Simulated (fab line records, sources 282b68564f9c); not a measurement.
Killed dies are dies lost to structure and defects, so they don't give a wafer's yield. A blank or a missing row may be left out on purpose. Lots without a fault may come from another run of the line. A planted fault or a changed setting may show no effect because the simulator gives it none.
Problem report in the 8D (eight disciplines) form, filled by code | flow rit_cmos | the parts of the form that need people (team, actions taken, sign-off) are left out

1. THE PROBLEM
chamber_pressure_pa at RIT_M1_SPUTTER_00 reads a mean of 0.3855 Pa on 3 wafers of 2 lots; wafers without a fault read 0.4001 Pa with a standard deviation of 0.00084. That is -17 standard deviations from the usual mean.
The step: material Al, target thk 400 nm, time 500 s.
First seen on wafer L643.5, day 6 13:32, on pvd_sputter-03. The record holds 42 wafers of 14 lots with a number at this step. Rule for "out", or "out of limits": more than 4 standard deviations from the usual mean. The other wafers with a number count as sound.

2. WHAT IT IS AND WHAT IT IS NOT
question                    | is                     | is not
which readings at this step | chamber_pressure_pa    | -
which lots                  | L643, L645             | L629, L630, L631, L632, L633, L634, L636, L640, L646, L648, L650, L652
which wafers of those lots  | L643.5, L645.1, L645.5 | L643.2, L643.3, L645.3
read on which tools         | pvd_sputter-03         | pvd_sputter-01, pvd_sputter-04
when                        | from day 6 13:32       | up to then (26 sound wafers); but 13 sound wafers of L645, L646, L648, L650, L652 came after

3. SUSPECTS, AND WHAT RULES EACH OUT
Counting: a tool at a process step up to the reading stays a suspect if it ran every lot that is out. Sound lots after the first of them don't rule it out here, since some wafers of a struck lot are sound.
- pvd_sputter-03 at RIT_M1_SPUTTER_00 (material Al, target thk 400 nm, time 500 s): kept. It ran every lot that is out, first L643 (day 6 13:32). Its own readings are out on those wafers: chamber_pressure_pa.
Left after counting: pvd_sputter-03 at RIT_M1_SPUTTER_00.

4. THE CAUSE (what the simulator had put in)
Process parameter drift: pvd_sputter-03, from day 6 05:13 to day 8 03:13, at RIT_M1_SPUTTER_00. Setting chamber_pressure_pa, moved by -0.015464, from 0.4. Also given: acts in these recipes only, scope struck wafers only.
Counting left only this tool.

5. THE CHAIN OF EFFECTS, in route order
Each row: a reading whose mean over the struck wafers that have a number lies more than 3 standard deviations from the usual. Only readings for which the record gives a usual standard deviation are gone through. hours: the time from each lot's start at the first step in this table that gives one to its start at this step, as a median over the lots. sigmas: the change in usual standard deviations.
hours | step              | reading             | usual     | on struck wafers | change  | sigmas
0     | RIT_M1_SPUTTER_00 | chamber_pressure_pa | 0.4001 Pa | 0.3855           | -0.0146 | -17
The process steps in it:
- RIT_M1_SPUTTER_00: material Al, target thk 400 nm, time 500 s.

6. WHAT WOULD HAVE CAUGHT IT SOONER
In this record the first reading out of limits was taken at day 6 13:32, 8 hours after the fault began at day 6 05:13.
